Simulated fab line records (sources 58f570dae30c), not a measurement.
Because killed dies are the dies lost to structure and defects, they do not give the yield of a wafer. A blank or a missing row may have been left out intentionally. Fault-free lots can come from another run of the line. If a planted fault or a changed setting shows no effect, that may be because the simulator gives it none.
fab line records	flow berkeley_cmos170
record lots=5	wafers=23
route steps=331 shown NSD@195 BACKSIDE@201 SDANNEAL@204 PSD@206 SILICIDE@211 V1@254 M3@310
start_h: start of the lot's first displayed wafer, in hours after the record's first day	wait_h: time in hours since the lot's previous step	" unchanged from the row above	L1.1+2: a row that stands for several wafers	- either no value or no given start	* or withheld: withheld	< > ~ a bound
route shown NAME@n: a module of which the file shows steps, and the number in the route of the first	usual: the fault-free wafers' mean and standard deviation	same: alike in all rows	chamber/n: place in a boat	sites: the reading at each site	_std_site: standard deviation across them	_edge_site: mean of outer sites minus mean of inner sites	radius_mm: how far each site lies from the wafer's centre	mask NAME#n: copy n	behind: the most recent tool/chamber to have shaped the wafer	hold: what put the lot on hold/how long, in hours/how the hold closed	device: transistor that didn't switch, given as n, p or np	end of line: tests of these same wafers at the route's end	a step with no rows: only its recipe	killed: dies lost to structure and defects at the first sort, not the wafer's yield	map: shows each die of a wafer: x if killed, . if not, _ if none is there
set.NAME: the setting the step ran with; set.NAME@STEP: the setting that earlier step ran with	model.NAME: the simulator's own value behind a step, which no gauge read
lots where settings were altered on purpose, with a table for each step and a row for each wafer
## steps
# step UCB170_NSD_IMPLANT_08
# recipe species=P	dose_cm2=3e+15	energy_kev=40	tilt_deg=7
lot.wafer	tool	chamber	start_h	wait_h	set.dose_cm2
L074.2+3+4	implanter-04	0	142.65	0.0	3.217e+15
L074.5+6	"	0	"	"	3e+15
L075.2+3+4	implanter-02	0	142.96	0.0	3e+15
L078.1+2+6	implanter-04	0	160.11	0.0	3.21e+15
L078.3+4	"	0	"	"	3e+15
L081.1+2+4	implanter-02	0	169.19	0.0	3e+15
L081.3+6	"	0	"	"	3.073e+15
L080.1+5	implanter-04	0	176.08	0.0	3.127e+15
L080.2+3+4	"	0	"	"	3e+15
# step UCB170_NSD_STRIP_09
# recipe chemistry=O2	power_w=400	pressure_mtorr=3500	platen_temp_c=withheld	o2_flow_sccm=400	overash_fraction=0.5
# usual strip_time_to_endpoint_s=35.86/0.096
lot.wafer	tool	chamber	start_h	wait_h	set.dose_cm2@NSD_IMPLANT_08	strip_time_to_endpoint_s
L074.2	plasma_asher-03	1	142.77	0.1	3.217e+15	36.63
L074.3	"	1	"	"	3.217e+15	36.65
L074.4	"	0	"	"	3.217e+15	36.61
L074.5	"	1	"	"	3e+15	35.92
L074.6	"	0	"	"	3e+15	35.88
L075.2	plasma_asher-02	1	143.09	0.1	3e+15	35.76
L075.3	"	1	"	"	3e+15	35.80
L075.4	"	0	"	"	3e+15	35.72
L078.1	plasma_asher-04	1	160.26	0.1	3.21e+15	36.43
L078.2	"	0	"	"	3.21e+15	36.44
L078.3	"	1	"	"	3e+15	35.81
L078.4	"	0	"	"	3e+15	35.75
L078.6	"	1	"	"	3.21e+15	36.41
L081.1	plasma_asher-02	0	169.34	0.1	3e+15	35.90
L081.2	"	1	"	"	3e+15	35.89
L081.3	"	1	"	"	3.073e+15	36.12
L081.4	"	0	"	"	3e+15	35.90
L081.6	"	1	"	"	3.073e+15	36.06
L080.1	plasma_asher-02	0	176.23	0.1	3.127e+15	36.21
L080.2	"	1	"	"	3e+15	35.86
L080.3	"	1	"	"	3e+15	35.79
L080.4	"	0	"	"	3e+15	35.79
L080.5	"	0	"	"	3.127e+15	36.18
# step UCB170_BACKSIDE_SOFTBAKE_02
# recipe resist=KrF	temp_c=130	time_s=60
lot.wafer	tool	chamber	start_h	wait_h	set.temp_c
L074.2+5+6	litho_track-01	0	143.55	0.1	130
L074.3+4	"	0	"	"	128.3
L075.2+3+4	litho_track-02	0	143.87	0.1	130
L078.1+4+6	litho_track-01	0	161.20	0.1	130
L078.2+3	"	0	"	"	131.1
L081.1+2+3+4+6	litho_track-03	0	170.07	0.1	130
L080.1+2+3+4+5	litho_track-01	0	177.40	0.1	130
# step UCB170_BACKSIDE_STRIP_03
# recipe chemistry=O2	power_w=400	pressure_mtorr=3500	platen_temp_c=withheld	o2_flow_sccm=400	overash_fraction=0.5
# step UCB170_BACKSIDE_CLEAN_04
# recipe chemistry=SPM	temp_c=120	time_s=600
# step UCB170_SDANNEAL_RTA_00
# recipe temp_c=900	time_s=10	ambient=N2
# step UCB170_SDANNEAL_RTA_01
# recipe temp_c=1050	time_s=5	ambient=N2
# step UCB170_SDANNEAL_RS_MEAS_02
# recipe thk_meas_gauge=four-point-probe
# usual PSD_RS=75.65/0.29
lot.wafer	tool	chamber	start_h	wait_h	set.dose_cm2@PSD_IMPLANT_08	PSD_RS[ohm/sq]
L074.2	film_metro-04	-	144.12	0.1	3e+15	75.71
L074.3	"	-	"	"	2.798e+15	79.40
L074.4	"	-	"	"	3e+15	75.32
L074.5	"	-	"	"	2.798e+15	79.52
L074.6	"	-	"	"	3e+15	75.47
L075.2	film_metro-02	-	144.43	0.1	3e+15	75.69
L075.3	"	-	"	"	3e+15	75.46
L075.4	"	-	"	"	3e+15	75.41
L078.1	film_metro-01	-	161.77	0.0	3e+15	75.48
L078.2	"	-	"	"	3.123e+15	73.56
L078.3	"	-	"	"	3e+15	75.07
L078.4	"	-	"	"	3e+15	75.64
L078.6	"	-	"	"	3.123e+15	73.29
L081.1	film_metro-04	-	170.64	0.0	3e+15	75.53
L081.2	"	-	"	"	3e+15	75.51
L081.3	"	-	"	"	3.103e+15	73.34
L081.4	"	-	"	"	3.103e+15	73.84
L081.6	"	-	"	"	3e+15	75.62
L080.1	film_metro-04	-	177.96	0.0	3e+15	76.05
L080.2	"	-	"	"	2.894e+15	78.09
L080.3	"	-	"	"	3e+15	76.12
L080.4	"	-	"	"	2.894e+15	78.10
L080.5	"	-	"	"	3e+15	76.18
# step UCB170_SDANNEAL_RS_MEAS_03
# recipe thk_meas_gauge=four-point-probe
# usual NSD_RS=37.28/0.094
lot.wafer	tool	chamber	start_h	wait_h	set.dose_cm2@NSD_IMPLANT_08	NSD_RS[ohm/sq]
L074.2	film_metro-04	-	144.24	0.1	3.217e+15	36.12
L074.3	"	-	"	"	3.217e+15	36.06
L074.4	"	-	"	"	3.217e+15	36.18
L074.5	"	-	"	"	3e+15	37.35
L074.6	"	-	"	"	3e+15	37.30
L075.2	film_metro-02	-	144.55	0.1	3e+15	37.39
L075.3	"	-	"	"	3e+15	37.36
L075.4	"	-	"	"	3e+15	37.50
L078.1	film_metro-01	-	161.89	0.1	3.21e+15	36.19
L078.2	"	-	"	"	3.21e+15	36.18
L078.3	"	-	"	"	3e+15	37.22
L078.4	"	-	"	"	3e+15	37.28
L078.6	"	-	"	"	3.21e+15	36.29
L081.1	film_metro-04	-	170.76	0.1	3e+15	37.34
L081.2	"	-	"	"	3e+15	37.25
L081.3	"	-	"	"	3.073e+15	36.81
L081.4	"	-	"	"	3e+15	37.27
L081.6	"	-	"	"	3.073e+15	36.94
L080.1	film_metro-04	-	178.08	0.1	3.127e+15	36.65
L080.2	"	-	"	"	3e+15	37.31
L080.3	"	-	"	"	3e+15	37.47
L080.4	"	-	"	"	3e+15	37.33
L080.5	"	-	"	"	3.127e+15	36.63
# step UCB170_SILICIDE_SPUTTER_01
# recipe material=Ti	target_thk_nm=30	time_s=25	power_w=1500	chamber_pressure_pa=0.5
lot.wafer	tool	chamber	start_h	wait_h	set.time_s	model.Ti_of_SILICIDE_SPUTTER_01.thk_nm
L074.2	pvd_sputter-01	-	144.64	0.0	25	29.93
L074.3	"	-	"	"	25	30.3
L074.4	"	-	"	"	25	29.51
L074.5	"	-	"	"	25	30.71
L074.6	"	-	"	"	25	30.25
L075.2	pvd_sputter-01	-	144.96	0.0	25	30.7
L075.3	"	-	"	"	25	30.11
L075.4	"	-	"	"	25	30.39
L078.1	pvd_sputter-03	-	162.31	0.0	25	30.51
L078.2	"	-	"	"	27.04	32.61
L078.3	"	-	"	"	27.04	31.85
L078.4	"	-	"	"	27.04	32.16
L078.6	"	-	"	"	25	29.69
L081.1	pvd_sputter-03	-	171.19	0.0	25	30.8
L081.2	"	-	"	"	25	30.51
L081.3	"	-	"	"	25	29.91
L081.4	"	-	"	"	21.35	25.31
L081.6	"	-	"	"	21.35	25.33
L080.1	pvd_sputter-01	-	178.51	0.0	28.62	34.46
L080.2	"	-	"	"	25	30.36
L080.3	"	-	"	"	25	30.79
L080.4	"	-	"	"	28.62	34.05
L080.5	"	-	"	"	25	30.49
# step UCB170_SILICIDE_RS_MEAS_02
# recipe thk_meas_gauge=four-point-probe	reads=Ti_of_SILICIDE_SPUTTER_01
# usual SILICIDE_TI_RS=26.0/0.43
lot.wafer	tool	chamber	start_h	wait_h	set.time_s@SILICIDE_SPUTTER_01	SILICIDE_TI_RS[ohm/sq]
L074.2	film_metro-03	-	144.69	0.0	25	26.2
L074.3	"	-	"	"	25	25.8
L074.4	"	-	"	"	25	26.6
L074.5	"	-	"	"	25	25.3
L074.6	"	-	"	"	25	25.8
L075.2	film_metro-01	-	145.01	0.0	25	25.5
L075.3	"	-	"	"	25	26.0
L075.4	"	-	"	"	25	25.7
L078.1	film_metro-03	-	162.35	0.0	25	25.6
L078.2	"	-	"	"	27.04	23.7
L078.3	"	-	"	"	27.04	24.3
L078.4	"	-	"	"	27.04	24.0
L078.6	"	-	"	"	25	26.4
L081.1	film_metro-03	-	171.22	0.0	25	25.3
L081.2	"	-	"	"	25	25.6
L081.3	"	-	"	"	25	26.2
L081.4	"	-	"	"	21.35	31.9
L081.6	"	-	"	"	21.35	31.9
L080.1	film_metro-04	-	178.54	0.0	28.62	22.2
L080.2	"	-	"	"	25	25.8
L080.3	"	-	"	"	25	25.4
L080.4	"	-	"	"	28.62	22.6
L080.5	"	-	"	"	25	25.6
# step UCB170_SILICIDE_THK_MEAS_03
# recipe thk_meas_gauge=xrf	reads=Ti_of_SILICIDE_SPUTTER_01
# usual SILICIDE_TI_THK=30.5/0.42
lot.wafer	tool	chamber	start_h	wait_h	set.time_s@SILICIDE_SPUTTER_01	SILICIDE_TI_THK[nm]
L074.2	film_metro-03	-	144.80	0.1	25	30.4
L074.3	"	-	"	"	25	30.5
L074.4	"	-	"	"	25	29.7
L074.5	"	-	"	"	25	31.0
L074.6	"	-	"	"	25	30.7
L075.2	film_metro-01	-	145.12	0.1	25	31.0
L075.3	"	-	"	"	25	30.5
L075.4	"	-	"	"	25	30.7
L078.1	film_metro-03	-	162.47	0.1	25	30.9
L078.2	"	-	"	"	27.04	32.9
L078.3	"	-	"	"	27.04	32.2
L078.4	"	-	"	"	27.04	32.4
L078.6	"	-	"	"	25	29.9
L081.1	film_metro-03	-	171.34	0.1	25	31.2
L081.2	"	-	"	"	25	30.8
L081.3	"	-	"	"	25	30.3
L081.4	"	-	"	"	21.35	25.7
L081.6	"	-	"	"	21.35	25.7
L080.1	film_metro-04	-	178.66	0.1	28.62	34.9
L080.2	"	-	"	"	25	30.6
L080.3	"	-	"	"	25	31.2
L080.4	"	-	"	"	28.62	34.4
L080.5	"	-	"	"	25	31.0
# step UCB170_V1_CVD_00
# recipe material=SiO2	target_thk_nm=2000	temp_c=390	precursor=TEOS/O2	time_s=250	rf_w=550	pressure_mtorr=9000
lot.wafer	tool	chamber	start_h	wait_h	set.time_s	model.SiO2_of_V1_CVD_00.thk_nm
L074.2	pecvd-03	1	157.04	0.0	250	1958
L074.3	"	2	"	"	250	1911
L074.4	"	1	"	"	250	1998
L074.5	"	0	"	"	214.4	1663
L074.6	"	2	"	"	214.4	1648
L075.2	pecvd-02	1	157.04	0.0	250	1968
L075.3	"	2	"	"	250	1981
L075.4	"	2	"	"	250	1989
L078.1	pecvd-03	1	175.30	0.0	260.4	2079
L078.2	"	0	"	"	260.4	2011
L078.3	"	2	"	"	250	1940
L078.4	"	1	"	"	260.4	2100
L078.6	"	0	"	"	250	1968
L081.1	pecvd-02	2	183.66	0.0	250	1982
L081.2	"	1	"	"	250	1981
L081.3	"	0	"	"	250	1987
L081.4	"	2	"	"	250	1978
L081.6	"	0	"	"	250	2024
L080.1	pecvd-03	1	190.41	0.0	271.8	2158
L080.2	"	2	"	"	271.8	2109
L080.3	"	0	"	"	250	1946
L080.4	"	1	"	"	271.8	2222
L080.5	"	2	"	"	250	1973
# step UCB170_V1_THK_MEAS_01
# recipe reads=SiO2_of_V1_CVD_00
# usual V1_TEOS_THK=1997/37
lot.wafer	tool	chamber	start_h	wait_h	set.time_s@V1_CVD_00	V1_TEOS_THK[nm]
L074.2	film_metro-04	-	157.21	0.1	250	1958
L074.3	"	-	"	"	250	1913
L074.4	"	-	"	"	250	1998
L074.5	"	-	"	"	214.4	1662
L074.6	"	-	"	"	214.4	1647
L075.2	film_metro-02	-	157.21	0.1	250	1968
L075.3	"	-	"	"	250	1980
L075.4	"	-	"	"	250	1987
L078.1	film_metro-02	-	175.45	0.1	260.4	2080
L078.2	"	-	"	"	260.4	2012
L078.3	"	-	"	"	250	1938
L078.4	"	-	"	"	260.4	2100
L078.6	"	-	"	"	250	1967
L081.1	film_metro-03	-	183.81	0.1	250	1983
L081.2	"	-	"	"	250	1983
L081.3	"	-	"	"	250	1987
L081.4	"	-	"	"	250	1976
L081.6	"	-	"	"	250	2026
L080.1	film_metro-02	-	190.57	0.1	271.8	2156
L080.2	"	-	"	"	271.8	2109
L080.3	"	-	"	"	250	1947
L080.4	"	-	"	"	271.8	2220
L080.5	"	-	"	"	250	1974
# step UCB170_V1_EXPOSE_09
# recipe mask_id=VIA1	target_cd_nm=700	na=0.5	sigma_outer=0.6	source_shape=conventional	dose_mj=37
lot.wafer	tool	chamber	start_h	wait_h	mask	set.dose_mj
L075.2+3+4	krf_scanner-01	0	158.69	0.2	VIA1#0	37
L074.2+3+4+5+6	krf_scanner-01	0	158.81	0.4	VIA1#0	37
L078.1+2+3+4+6	krf_scanner-02	0	176.73	0.2	VIA1#0	37
L081.1+2	krf_scanner-01	0	185.47	0.1	VIA1#0	37
L081.3+4+6	"	0	"	"	VIA1#0	38.54
L080.1+3+4	krf_scanner-02	0	192.03	0.1	VIA1#0	34.81
L080.2+5	"	0	"	"	VIA1#0	37
# step UCB170_V1_PEB_10
# recipe peb_temp_c=130	peb_time_s=withheld	resist=KrF
# step UCB170_V1_DEVELOP_11
# recipe developer=TMAH	develop_time_s=45	resist=KrF	dev_temp_c=21
# step UCB170_V1_CD_MEAS_12
# recipe target_cd_nm=700
# usual cd_nm=700.3/1.6
lot.wafer	tool	chamber	start_h	wait_h	set.dose_mj@V1_EXPOSE_09	cd_nm
L075.2	cd_sem-01	-	159.11	-	37	701.9
L075.3	"	-	"	"	37	703.0
L075.4	"	-	"	"	37	702.5
L074.2	cd_sem-02	-	159.62	-	37	699.2
L074.3	"	-	"	"	37	698.3
L074.4	"	-	"	"	37	697.9
L074.5	"	-	"	"	37	699.2
L074.6	"	-	"	"	37	698.8
L078.1	cd_sem-02	-	177.64	-	37	698.4
L078.2	"	-	"	"	37	699.1
L078.3	"	-	"	"	37	700.0
L078.4	"	-	"	"	37	699.0
L078.6	"	-	"	"	37	699.3
L081.1	cd_sem-01	-	186.30	-	37	702.1
L081.2	"	-	"	"	37	700.1
L081.3	"	-	"	"	38.54	708.8
L081.4	"	-	"	"	38.54	707.6
L081.6	"	-	"	"	38.54	708.2
L080.1	cd_sem-02	-	192.43	-	34.81	690.4
L080.2	"	-	"	"	37	698.8
L080.3	"	-	"	"	34.81	688.5
L080.4	"	-	"	"	34.81	689.7
L080.5	"	-	"	"	37	700.0
# step UCB170_V1_ETCH_14
# recipe chemistry=CHF3/CF4/Ar	target=SiO2	stop_on=Al	CHF3_flow_sccm=45	cf4_flow_sccm=15	Ar_flow_sccm=150	pressure_mtorr=200	rf_w=700	target_depth_a=12500	over_etch_frac=0.25	time_s=291
lot.wafer	tool	chamber	start_h	wait_h	set.dose_mj@V1_EXPOSE_09	model.V1.cd_nm
L075.2	rie_diel-03	2	159.25	0.0	37	701.2
L075.3	"	3	"	"	37	702.3
L075.4	"	0	"	"	37	703.1
L074.2	rie_diel-02	1	159.76	0.0	37	699.8
L074.3+4	"	3,1	"	"	37	698.5
L074.5	"	0	"	"	37	699.3
L074.6	"	3	"	"	37	699.2
L078.1	rie_diel-02	2	177.80	0.0	37	700.1
L078.2	"	1	"	"	37	698.7
L078.3	"	3	"	"	37	698.9
L078.4	"	0	"	"	37	698.8
L078.6	"	1	"	"	37	699.5
L081.1	rie_diel-03	1	186.45	0.0	37	701.9
L081.2	"	3	"	"	37	700.1
L081.3	"	0	"	"	38.54	709.7
L081.4	"	2	"	"	38.54	708.2
L081.6	"	1	"	"	38.54	707.6
L080.1	rie_diel-03	3	192.58	0.0	34.81	689.8
L080.2	"	2	"	"	37	698.6
L080.3	"	0	"	"	34.81	689.5
L080.4	"	1	"	"	34.81	688.8
L080.5	"	2	"	"	37	699.9
# step UCB170_V1_STRIP_15
# recipe chemistry=O2	power_w=400	pressure_mtorr=3500	platen_temp_c=withheld	o2_flow_sccm=400	overash_fraction=0.5
# step UCB170_V1_CD_MEAS_90
# recipe target_cd_nm=700
# usual cd_nm=700.4/1.6
lot.wafer	tool	chamber	start_h	wait_h	set.dose_mj@V1_EXPOSE_09	cd_nm
L075.2	cd_sem-01	-	159.55	0.1	37	701.2
L075.3	"	-	"	"	37	702.3
L075.4	"	-	"	"	37	703.2
L074.2	cd_sem-01	-	160.05	0.1	37	699.6
L074.3	"	-	"	"	37	698.4
L074.4	"	-	"	"	37	698.6
L074.5	"	-	"	"	37	699.2
L074.6	"	-	"	"	37	699.3
L078.1	cd_sem-01	-	178.08	0.1	37	700.3
L078.2	"	-	"	"	37	698.6
L078.3	"	-	"	"	37	698.9
L078.4	"	-	"	"	37	698.6
L078.6	"	-	"	"	37	699.8
L081.1	cd_sem-01	-	186.73	0.1	37	701.9
L081.2	"	-	"	"	37	700.2
L081.3	"	-	"	"	38.54	709.6
L081.4	"	-	"	"	38.54	708.3
L081.6	"	-	"	"	38.54	707.3
L080.1	cd_sem-02	-	192.86	0.1	34.81	689.9
L080.2	"	-	"	"	37	698.6
L080.3	"	-	"	"	34.81	689.3
L080.4	"	-	"	"	34.81	689.1
L080.5	"	-	"	"	37	700.1
# step UCB170_M3_SPUTTER_01
# recipe material=Al	target_thk_nm=900	time_s=120	power_w=6000	chamber_pressure_pa=0.5
lot.wafer	tool	chamber	start_h	wait_h	set.power_w	model.Al_of_M3_SPUTTER_01.thk_nm
L075.2	pvd_sputter-04	-	165.64	0.0	6000	923.2
L075.3	"	-	"	"	6000	904.8
L075.4	"	-	"	"	6000	911.5
L074.2	pvd_sputter-01	-	166.90	0.0	6000	912.6
L074.3	"	-	"	"	6000	917.3
L074.4	"	-	"	"	5293	797
L074.5	"	-	"	"	5293	798.6
L074.6	"	-	"	"	5293	802
L078.1	pvd_sputter-04	-	184.45	0.0	6000	912.1
L078.2	"	-	"	"	6485	984.2
L078.3	"	-	"	"	6000	885.7
L078.4	"	-	"	"	6485	980
L078.6	"	-	"	"	6485	975.6
L081.1	pvd_sputter-02	-	192.19	0.0	5351	811.4
L081.2	"	-	"	"	5351	795.8
L081.3	"	-	"	"	6000	895.5
L081.4	"	-	"	"	5351	787.7
L081.6	"	-	"	"	6000	884.8
L080.1	pvd_sputter-02	-	201.14	0.0	6181	932.6
L080.2	"	-	"	"	6181	929.8
L080.3	"	-	"	"	6000	909.9
L080.4	"	-	"	"	6000	906.9
L080.5	"	-	"	"	6000	896.2
# step UCB170_M3_RS_MEAS_02
# recipe thk_meas_gauge=four-point-probe	reads=Al_of_M3_SPUTTER_01
# usual M3_AL_RS=0.0321/0.00039
lot.wafer	tool	chamber	start_h	wait_h	set.power_w@M3_SPUTTER_01	M3_AL_RS[ohm/sq]
L075.2	film_metro-01	-	165.74	0.1	6000	0.0313
L075.3	"	-	"	"	6000	0.0319
L075.4	"	-	"	"	6000	0.0317
L074.2	film_metro-01	-	167.00	0.1	6000	0.0317
L074.3	"	-	"	"	6000	0.0315
L074.4	"	-	"	"	5293	0.0363
L074.5	"	-	"	"	5293	0.0363
L074.6	"	-	"	"	5293	0.0361
L078.1	film_metro-04	-	184.53	0.0	6000	0.0317
L078.2	"	-	"	"	6485	0.0294
L078.3	"	-	"	"	6000	0.0327
L078.4	"	-	"	"	6485	0.0295
L078.6	"	-	"	"	6485	0.0297
L081.1	film_metro-04	-	192.27	0.0	5351	0.0358
L081.2	"	-	"	"	5351	0.0365
L081.3	"	-	"	"	6000	0.0324
L081.4	"	-	"	"	5351	0.0368
L081.6	"	-	"	"	6000	0.0328
L080.1	film_metro-04	-	201.22	0.0	6181	0.0310
L080.2	"	-	"	"	6181	0.0311
L080.3	"	-	"	"	6000	0.0318
L080.4	"	-	"	"	6000	0.0319
L080.5	"	-	"	"	6000	0.0323
# step UCB170_M3_THK_MEAS_03
# recipe thk_meas_gauge=xrf	reads=Al_of_M3_SPUTTER_01
# usual M3_AL_THK=909/11
lot.wafer	tool	chamber	start_h	wait_h	set.power_w@M3_SPUTTER_01	M3_AL_THK[nm]
L075.2	film_metro-01	-	165.85	0.1	6000	934
L075.3	"	-	"	"	6000	912
L075.4	"	-	"	"	6000	925
L074.2	film_metro-01	-	167.11	0.1	6000	924
L074.3	"	-	"	"	6000	930
L074.4	"	-	"	"	5293	808
L074.5	"	-	"	"	5293	808
L074.6	"	-	"	"	5293	810
L078.1	film_metro-04	-	184.65	0.1	6000	923
L078.2	"	-	"	"	6485	991
L078.3	"	-	"	"	6000	893
L078.4	"	-	"	"	6485	991
L078.6	"	-	"	"	6485	989
L081.1	film_metro-04	-	192.39	0.1	5351	816
L081.2	"	-	"	"	5351	805
L081.3	"	-	"	"	6000	898
L081.4	"	-	"	"	5351	791
L081.6	"	-	"	"	6000	887
L080.1	film_metro-04	-	201.34	0.1	6181	930
L080.2	"	-	"	"	6181	932
L080.3	"	-	"	"	6000	912
L080.4	"	-	"	"	6000	908
L080.5	"	-	"	"	6000	896
# step UCB170_M3_METAL_ETCH_18
# recipe chemistry=Cl2/BCl3	target=Al	stop_on=SiO2	pressure_mtorr=12	target_depth_a=11700	over_etch_frac=0.3	time_s=195	icp_w=600	bias_w=120	Cl2_flow_sccm=90	bcl3_flow_sccm=45
# usual oes_product_au=0.852/0.01
lot.wafer	tool	chamber	start_h	wait_h	set.over_etch_frac	set.power_w@M3_SPUTTER_01	oes_product_au
L075.2	rie_metal-03	0	168.96	-	0.3	6000	0.873
L075.3	"	0	"	"	0.3	6000	0.844
L075.4	"	1	"	"	0.3	6000	0.857
L074.2	rie_metal-01	0	170.12	-	0.3284	6000	0.853
L074.3	"	0	"	"	0.3	6000	0.868
L074.4	"	0	"	"	0.3284	5293	0.789
L074.5	"	0	"	"	0.3284	5293	0.785
L074.6	"	0	"	"	0.3	5293	0.805
L078.1	rie_metal-04	1	187.65	-	0.3	6000	0.863
L078.2	"	0	"	"	0.2678	6485	0.902
L078.3	"	1	"	"	0.3	6000	0.844
L078.4	"	0	"	"	0.2678	6485	0.904
L078.6	"	0	"	"	0.3	6485	0.890
L081.1	rie_metal-04	1	196.41	-	0.2259	5351	0.841
L081.2	"	1	"	"	0.3	5351	0.802
L081.3	"	1	"	"	0.2259	6000	0.887
L081.4	"	1	"	"	0.2259	5351	0.822
L081.6	"	1	"	"	0.3	6000	0.848
L080.1	rie_metal-04	1	204.80	-	0.3262	6181	0.861
L080.2	"	1	"	"	0.3	6181	0.880
L080.3	"	1	"	"	0.3	6000	0.861
L080.4	"	1	"	"	0.3262	6000	0.855
L080.5	"	1	"	"	0.3262	6000	0.843
## key
split step=UCB170_NSD_IMPLANT_08	setting=dose_cm2	stated=3e+15	by=wafer
response step=UCB170_NSD_STRIP_09	reading=strip_time_to_endpoint_s	change=*	per=1%	r=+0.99
response step=UCB170_SDANNEAL_RS_MEAS_03	reading=NSD_RS	change=-0.16	per=1%	r=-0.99
split step=UCB170_BACKSIDE_SOFTBAKE_02	setting=temp_c	stated=130	by=wafer
response none clear
split step=UCB170_SILICIDE_SPUTTER_01	setting=time_s	stated=25	by=wafer
response step=UCB170_SILICIDE_SPUTTER_01	reading=model.Ti_of_SILICIDE_SPUTTER_01.thk_nm	change=+0.296	per=1%	r=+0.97
response step=UCB170_SILICIDE_RS_MEAS_02	reading=SILICIDE_TI_RS	change=-0.312	per=1%	r=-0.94
response step=UCB170_SILICIDE_THK_MEAS_03	reading=SILICIDE_TI_THK	change=+0.296	per=1%	r=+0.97
split step=UCB170_V1_CVD_00	setting=time_s	stated=250	by=wafer
response step=UCB170_V1_CVD_00	reading=model.SiO2_of_V1_CVD_00.thk_nm	change=+22	per=1%	r=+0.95
response step=UCB170_V1_THK_MEAS_01	reading=V1_TEOS_THK	change=+22	per=1%	r=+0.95
split step=UCB170_V1_EXPOSE_09	setting=dose_mj	stated=37	by=wafer
response step=UCB170_V1_CD_MEAS_12	reading=cd_nm	change=+1.68	per=1%	r=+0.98
response step=UCB170_V1_ETCH_14	reading=model.V1.cd_nm	change=+1.71	per=1%	r=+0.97
response step=UCB170_V1_CD_MEAS_90	reading=cd_nm	change=+1.7	per=1%	r=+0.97
split step=UCB170_M3_SPUTTER_01	setting=power_w	stated=6000	by=wafer
response step=UCB170_M3_SPUTTER_01	reading=model.Al_of_M3_SPUTTER_01.thk_nm	change=+9.37	per=1%	r=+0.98
response step=UCB170_M3_RS_MEAS_02	reading=M3_AL_RS	change=-0.000365	per=1%	r=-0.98
response step=UCB170_M3_THK_MEAS_03	reading=M3_AL_THK	change=+9.37	per=1%	r=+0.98
response step=UCB170_M3_METAL_ETCH_18	reading=oes_product_au	change=+0.00521	per=1%	r=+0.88
split step=UCB170_M3_METAL_ETCH_18	setting=over_etch_frac	stated=0.3	by=wafer
response none clear
split outside_this_file step=UCB170_PSD_IMPLANT_08 setting=dose_cm2
# split outside_this_file: this setting was split too, and the file shows its column; the key of that split is in another file
